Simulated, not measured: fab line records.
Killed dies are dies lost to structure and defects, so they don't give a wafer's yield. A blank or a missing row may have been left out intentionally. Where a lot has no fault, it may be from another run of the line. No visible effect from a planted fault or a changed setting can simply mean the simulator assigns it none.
2 desks, one fault ; flow rit_cmos ; each desk has only its own numbers; what lay behind them comes last

METROLOGY DESK
Lot by lot, what the gauges showed, no matter which tool ran the lot: averages of those sampled wafers that carry a number. Any lot whose mean is over 4 standard deviations away from the usual mean is out of limits and marked OUT; that distance is given in the brackets.
Columns: A = GATE_POLY_THK at RIT_GATE_THK_MEAS_09, usual 248.0 nm; B = PLDD_OVL at RIT_PLDD_OVL_MEAS_06, usual -1.6 nm; C = NSD_OVL at RIT_NSD_OVL_MEAS_06, usual -1.0 nm; D = PSD_TW at RIT_PSD_TW_MEAS_10, usual 3439
lot;first seen here;A;B;C;D
L779;day 2 11:47;247.7;1.0;0.8;3475
L781;day 2 22:23;251.3;-0.6;-2.7;3394
L782;day 3 02:53;246.8;-1.0;-0.2;3454
L783;day 3 07:03;248.4;-2.6;-0.5;3395
L784;day 3 13:29;245.7;-1.8;0.3;3481
L787;day 4 04:28;251.5;-3.6;-0.5;3408
L788;day 4 08:25;246.3;-2.2;-1.2;3438
L789;day 4 14:04;250.0;0.3;1.2;3481
L790;day 4 17:44;187.4 (-28) OUT;-0.5;-1.6;3446
L791;day 5 01:41;185.8 (-28) OUT;-2.7;0.1;3440
L792;day 5 08:13;184.1 (-29) OUT;-2.4;0.8;3421
L795;day 5 20:58;249.9;-3.0;-0.6;3461
L797;day 6 05:09;246.7;-1.8;-1.5;3451
L800;day 7 00:52;246.5;1.6;-3.2;3462
L801;day 7 02:28;245.4;-5.2;-0.4;3412
This desk reports L790, L791, L792 out of limits; the earliest was L790 at day 4 17:44 (GATE_POLY_THK at RIT_GATE_THK_MEAS_09). In limits: L779, L781, L782, L783, L784, L787, L788, L789, L795, L797, L800, L801.

FOR THE TOOL OWNER'S DESK: lpcvd-02
The tool's own readings at RIT_GATE_CVD_08 (deposits poly-Si from SiH4, target thk 250 nm, time 2220 s): means of the sampled wafers that have a number, for each lot that ran on this tool. Any lot whose mean is over 4 standard deviations away from the usual mean is out of limits and marked OUT; that distance is given in the brackets.
Columns: A = susceptor_temp_C at RIT_GATE_CVD_08, usual 609.94 C
lot;first seen here;A
L783;day 3 05:26;610.13
L784;day 3 11:53;609.88
L787;day 4 02:50;609.98
L788;day 4 06:47;609.99
L790;day 4 16:07;609.77
L791;day 5 00:04;609.50
L792;day 5 06:34;609.95
Finding of this desk: none of the 7 lots has anything out of limits.

BROUGHT TOGETHER
An alarm was possible from the metrology desk at day 4 17:44, on L790, L791, L792.
The desk of the tool owner found nothing out of limits.
Tool owner's desk: L790, L791, L792 on record, inside its limits.
Every lot named ran RIT_GATE_CVD_08 on lpcvd-02.

WHAT THE SIMULATOR HAD PUT IN
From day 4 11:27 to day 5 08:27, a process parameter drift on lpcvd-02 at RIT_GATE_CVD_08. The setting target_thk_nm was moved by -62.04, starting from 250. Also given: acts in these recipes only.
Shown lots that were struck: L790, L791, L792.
Hours from the fault's start to each desk's first reading out of limits: the metrology desk, 6.
